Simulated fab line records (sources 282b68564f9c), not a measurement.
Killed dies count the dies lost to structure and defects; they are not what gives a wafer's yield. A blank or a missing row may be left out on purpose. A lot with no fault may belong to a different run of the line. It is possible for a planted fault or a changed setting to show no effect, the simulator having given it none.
A lot that was struck, set against a sound lot || flow rit-cmos || 14 out of 202 route steps
Sound: wafers L753.1, L753.5, L753.6. Struck: wafers L742.2, L742.4, L742.6. The cause comes at the end.
Per side, at each step with rows, come the tool, then ch with its chambers, and then its first start. Under that, the readings that differ: sound wafers || struck wafers || difference of the means || sigmas: that difference in standard deviations of wafers without a fault.
alike: same words and numbers on both sides, and readings whose means sit less than 2 such deviations apart. not compared: any withheld reading, any reading some wafer has no value for, any bound like >300 that may hide the same value, and any number with overlapping values for which the record gives no deviation.
Wherever a step has rows on one side only, a row that says differs or no value, or a row with sigmas, the two part there. Non-overlapping numbers with no deviation appear without sigmas and do not part them. Lack of a reading on every wafer of one side parts them only where that side has two or more wafers.

first, 2 steps without rows for these wafers: RIT_SDANNEAL_CLEAN_01 (cleans in dHF, time 30 s); RIT_SDANNEAL_CLEAN_02 (cleans in SC2, time 600 s).
RIT_SDANNEAL_RTA_03: time 5 s.
  sound on rtp-anneal-02 ch 0, day 7 09:42; struck on rtp-anneal-01 ch 0, day 5 04:50
  alike: ramp-up-c-per-s, wafer_temp_C_max
RIT_SDANNEAL_RS_MEAS_04: the measuring method here is four-point-probe.
  sound on film-metro-03, day 7 09:46; struck on film-metro-04, day 5 04:54
  alike: PSD_RS
RIT_SDANNEAL_RS_MEAS_05: the measuring method here is four-point-probe.
  sound on film-metro-03, day 7 09:53; struck on film-metro-04, day 5 05:01
{"reading": "NSD_RS (ohm/sq)", "sound": "84.8 84.9 85.2", "struck": "83.7 83.9 83.8", "difference": -1.2, "sigmas": -4}
RIT_SDANNEAL_RS_MEAS_06: the measuring method here is four-point-probe.
  sound on film-metro-03, day 7 10:00; struck on film-metro-04, day 5 05:08
  alike: PLDD_RS
RIT_SDANNEAL_RS_MEAS_07: the measuring method here is four-point-probe.
  sound on film-metro-03, day 7 10:07; struck on film-metro-04, day 5 05:16
  alike: NLDD_RS
then, 1 step without rows for these wafers: RIT_SILICIDE_WET_ETCH_00 (etches SiO2 in BOE, target depth 14 nm, time 15 s).
RIT_SILICIDE_SPUTTER_01: material Ti, target thk 30 nm, time 240 s.
  sound on pvd-sputter-01, day 7 10:15; struck on pvd-sputter-04, day 5 05:22
  alike: throttle-valve-pct
RIT_SILICIDE_RS_MEAS_02: the measuring method here is four-point-probe.
  sound on film-metro-02, day 7 10:24; struck on film-metro-02, day 5 05:32
  alike: SILICIDE_TI_RS
RIT_SILICIDE_THK_MEAS_03: measures by xrf.
  sound on film-metro-02, day 7 10:31; struck on film-metro-02, day 5 05:39
  alike: SILICIDE_TI_THK
RIT_SILICIDE_RTA_04: time 10 s, ramp up 5 s, ramp down 5 s.
  sound on rtp-anneal-01 ch 0, day 7 10:35; struck on rtp-anneal-02 ch 0, day 5 05:43
  alike: wafer_temp_C_max
RIT_SILICIDE_WET_ETCH_05: etches Ti in SPM, time 120 s.
  sound on wet-bench-04 ch 0, day 7 10:39; struck on wet-bench-04 ch 2, day 5 05:46
  no value came back on the struck wafers for bath-guard-temp-C (C), bath-heat-duty-pct (%); on the sound wafers bath-guard-temp-C (C) reads 89.0 89.2 89.2
RIT_SILICIDE_RTA_06: time 10 s, ramp up 5 s, ramp down 10 s.
  sound on rtp-anneal-02 ch 0, day 7 10:41; struck on rtp-anneal-01 ch 0, day 5 05:49
  alike: wafer_temp_C_max

== WHERE THEY PART ==
At RIT_SDANNEAL_RS_MEAS_05 first; at RIT_SILICIDE_WET_ETCH_05 last (within this record only). Later steps at which nothing parts them and some readings are alike: RIT_SILICIDE_RTA_06.

WHY: what had been put in by the simulator
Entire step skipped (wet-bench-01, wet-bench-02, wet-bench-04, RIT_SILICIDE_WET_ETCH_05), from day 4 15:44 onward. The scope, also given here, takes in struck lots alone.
